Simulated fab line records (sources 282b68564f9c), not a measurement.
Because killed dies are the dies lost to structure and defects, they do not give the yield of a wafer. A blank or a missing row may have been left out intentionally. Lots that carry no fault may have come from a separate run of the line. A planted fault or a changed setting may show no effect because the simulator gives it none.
fab line records | flow rit-cmos
[record] lots = 6 wafers = 18 last-day = 7
route steps=202 shown PWELL@44 WELLDRIVE@50 NWELL@51 NRETRO@53
lots that met no fault: from a run of the same line without faults
start-h: hours from the record's first day to the start of the lot's first wafer shown | wait-h: how many hours have passed since the lot's step before this one | " as in the row above | L1.1+2: several wafers, shown together as one row | - value missing, or start not given | * or withheld: withheld | < > ~ a bound
route shown NAME@n: names a module that has steps shown in the file, with the first one's number in the route | usual: the fault-free wafers' mean and standard deviation | same: alike in all rows | chamber/n: place in a boat | sites: readings site by site | _std_site: the standard deviation of these | _edge_site: the outer-site mean with the inner-site mean subtracted | radius-mm: how far each site lies from the wafer's centre | mask NAME#n: copy n | behind: the most recent tool/chamber to have shaped the wafer | hold: why the lot was held/for how many hours/how that ended | device: whichever transistor did not switch (one of n, p or np) | end of line: tests run on the same wafers once the route is complete | a step with no rows: only its recipe | killed: the dies lost at the first sort to structure and to defects; this is not the yield of the wafer | map: a wafer's dies, marking killed ones x, the rest . and places with no die _
set.NAME: the setting the step ran with; set.NAME@STEP: the setting that earlier step ran with | model.NAME: the simulator's own value behind a step, which no gauge read
a table for each step, a row for each wafer; lots at some steps of the route
services: a tool's chamber out of use, with start hour (start-h, from the record's first day; less than 0 if before it), hours out, and reason
[[steps]]
[step RIT_PWELL_DEVELOP_05]
[recipe] resist = NOVOLAK develop-time-s = 68 dev-temp-c = 23
[step RIT_PWELL_OVL_MEAS_06]
[usual] PWELL_OVL = -0.6/1.5
// columns lot.wafer tool chamber start-h wait-h PWELL_OVL[nm]
L397.1 overlay-02 - 101.96 - 0.2
L397.4 " - " " 0.9
L397.5 " - " " -0.8
L398.3 overlay-01 - 104.31 - 0.7
L398.4 " - " " 1.5
L398.6 " - " " 0.5
L399.1 overlay-02 - 108.05 - -1.8
L399.5 " - " " -2.3
L399.6 " - " " -1.0
L400.1 overlay-02 - 113.62 - 1.6
L400.3 " - " " 4.1
L400.5 " - " " 1.5
L403.2 overlay-02 - 126.83 - 0.6
L403.4 " - " " -2.1
L403.6 " - " " 1.4
L404.1 overlay-01 - 133.28 - 2.2
L404.3 " - " " -0.9
L404.5 " - " " 1.8
[step RIT_PWELL_HARDBAKE_07]
[recipe] resist = NOVOLAK temp-c = 140 time-s = 120
[step RIT_PWELL_IMPLANT_08]
[recipe] species = B energy-kev = 170 dose-cm2 = 7e+13 tilt-deg = 7
[step RIT_PWELL_STRIP_09]
[recipe] chemistry = O2 time-s = 180 resist = NOVOLAK platen-temp-c = withheld power-w = 500 pressure-mtorr = 4000 o2-flow-sccm = 4000
[usual] drypump-motor-current-A = 5.37/0.28
// columns lot.wafer tool chamber start-h wait-h drypump-motor-current-A rf-hours-counter-h
L397.1 plasma-asher-01 1 102.40 0.1 5.24 45
L397.4 " 1 " " 5.25 -
L397.5 " 0 " " 5.31 -
L398.3 plasma-asher-02 1 104.89 0.1 5.42 -
L398.4 " 0 " " 5.35 -
L398.6 " 1 " " 5.36 -
L399.1 plasma-asher-03 0 108.48 0.1 5.92 46
L399.5 " 1 " " 4.96 -
L399.6 " 0 " " 5.93 -
L400.1 plasma-asher-02 1 114.06 0.1 5.42 33
L400.3 " 0 " " 5.38 -
L400.5 " 1 " " 5.43 -
L403.2 plasma-asher-01 0 127.27 0.1 5.28 1
L403.4 " 0 " " 5.31 -
L403.6 " 1 " " 5.27 -
L404.1 plasma-asher-01 0 133.72 0.1 5.33 2
L404.3 " 1 " " 5.27 -
L404.5 " 0 " " 5.29 -
[step RIT_PWELL_TW_MEAS_10]
[usual] PWELL_TW = 947/12
// columns lot.wafer tool chamber start-h wait-h PWELL_TW
L397.1 film-metro-01 - 102.60 0.1 933
L397.4 " - " " 926
L397.5 " - " " 932
L398.3 film-metro-03 - 105.02 0.1 955
L398.4 " - " " 956
L398.6 " - " " 953
L399.1 film-metro-04 - 108.66 0.1 962
L399.5 " - " " 959
L399.6 " - " " 954
L400.1 film-metro-04 - 114.23 0.1 957
L400.3 " - " " 959
L400.5 " - " " 960
L403.2 film-metro-03 - 127.45 0.1 957
L403.4 " - " " 954
L403.6 " - " " 957
L404.1 film-metro-03 - 133.89 0.1 954
L404.3 " - " " 947
L404.5 " - " " 950
[step RIT_WELLDRIVE_ANNEAL_00]
[recipe] temp-c = 1100 time-s = 14700 ambient = N2
[step RIT_WELLDRIVE_RS_MEAS_01]
[recipe] thk-meas-gauge = four-point-probe
[usual] NWELL_RS = 274.9/0.76
// columns lot.wafer tool chamber start-h wait-h NWELL_RS[ohm/sq]
L397.1 film-metro-03 - 107.74 0.0 275.3
L397.4 " - " " 275.0
L397.5 " - " " 275.4
L398.3 film-metro-03 - 110.19 0.0 275.6
L398.4 " - " " 274.9
L398.6 " - " " 275.6
L399.1 film-metro-03 - 114.94 0.0 275.1
L399.5 " - " " 274.2
L399.6 " - " " 273.9
L400.1 film-metro-04 - 120.02 0.0 274.8
L400.3 " - " " 274.8
L400.5 " - " " 275.1
L403.2 film-metro-04 - 132.60 0.0 273.7
L403.4 " - " " 274.1
L403.6 " - " " 274.0
L404.1 film-metro-04 - 139.03 0.0 274.4
L404.3 " - " " 274.1
L404.5 " - " " 273.7
[step RIT_WELLDRIVE_RS_MEAS_02]
[recipe] thk-meas-gauge = four-point-probe
[usual] PWELL_RS = 429.1/1.4
// columns lot.wafer tool chamber start-h wait-h PWELL_RS[ohm/sq]
L397.1 film-metro-03 - 107.86 0.1 430.4
L397.4 " - " " 430.1
L397.5 " - " " 431.1
L398.3 film-metro-03 - 110.31 0.1 430.1
L398.4 " - " " 428.9
L398.6 " - " " 429.8
L399.1 film-metro-03 - 115.06 0.1 429.0
L399.5 " - " " 429.0
L399.6 " - " " 430.0
L400.1 film-metro-04 - 120.14 0.1 430.6
L400.3 " - " " 428.0
L400.5 " - " " 426.8
L403.2 film-metro-04 - 132.72 0.1 427.6
L403.4 " - " " 428.6
L403.6 " - " " 427.1
L404.1 film-metro-04 - 139.15 0.1 429.2
L404.3 " - " " 428.7
L404.5 " - " " 429.8
[step RIT_NRETRO_HMDS_00]
[recipe] prime-time-s = 60 prime-temp-c = 140
[step RIT_NRETRO_COAT_01]
[recipe] resist = NOVOLAK spin-rpm = 2000 resist-thk-nm = 1300
[step RIT_NRETRO_SOFTBAKE_02]
[recipe] resist = NOVOLAK temp-c = 90 time-s = 60
[step RIT_NRETRO_EXPOSE_03]
[recipe] mask-id = M4 na = 0.57 target-cd-nm = 43900 dose-mj = 250
[usual] exposure-dose-mJ-cm2 = 250.03/0.24 focus-offset-nm = 0.0/0.47
// columns lot.wafer tool chamber start-h wait-h mask exposure-dose-mJ-cm2 focus-offset-nm
L397.1 iline-stepper-02 - 108.50 0.1 M4#0 - -
L397.4 " - " " M4#0 - -
L397.5 " - " " M4#0 - -
L398.3 iline-stepper-01 - 111.00 0.2 M4#0 - -
L398.4 " - " " M4#0 - -
L398.6 " - " " M4#0 - -
L399.1 iline-stepper-02 0 115.75 0.2 M4#0 249.49 1.0
L399.5 " 0 " " M4#0 250.16 -0.3
L399.6 " 0 " " M4#0 250.22 0.1
L400.1 iline-stepper-02 0 120.71 0.1 M4#0 250.16 -0.1
L400.3 " 0 " " M4#0 250.17 -0.2
L400.5 " 0 " " M4#0 249.84 0.2
L403.2 iline-stepper-01 0 133.29 0.1 M4#0 250.02 -0.3
L403.4 " 0 " " M4#0 250.06 -0.7
L403.6 " 0 " " M4#0 250.43 -0.7
L404.1 iline-stepper-02 0 139.85 0.2 M4#0 249.53 -0.1
L404.3 " 0 " " M4#0 249.71 0.3
L404.5 " 0 " " M4#0 249.70 -0.1
[step RIT_NRETRO_PEB_04]
[recipe] resist = NOVOLAK temp-c = withheld time-s = withheld
[[services]]
// columns tool chamber start-h hours kind
iline-stepper-01 0 95.57 - calibration
plasma-asher-01 - 108.75 9.0 pm
plasma-asher-01 0 108.75 9.0 vent-cycle
plasma-asher-01 1 108.75 9.0 vent-cycle
plasma-asher-01 0 117.75 - clean
plasma-asher-01 1 117.75 - clean
[[key]]
[first-sign] step = RIT_NRETRO_EXPOSE_03 reading = tool-record direction = missing
effect none on later readings
met-at RIT_NRETRO_EXPOSE_03
struck-wafers L397.1,L397.4,L397.5,L398.3,L398.4,L398.6
sort-left-out L397.1,L397.4,L397.5,L398.3,L398.4,L398.6
tester-left-out L397,L398
[fault] kind = skipped-step-whole tool = iline-stepper-01,iline-stepper-02 chamber = - onset-h = 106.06 steps = RIT_NRETRO_EXPOSE_03 scope = struck-lots-only
// tester-left-out: of these lots the tester's yield and bins aren't shown, on N5 and GAA mostly nor the transistor test; their killed dies are dies lost to structure and defects alone, not to doping, threshold or leakage, so they don't give the yield
// sort-left-out: the simulated sort isn't trusted on such a fault, so these wafers' sort isn't shown, and their yield isn't known
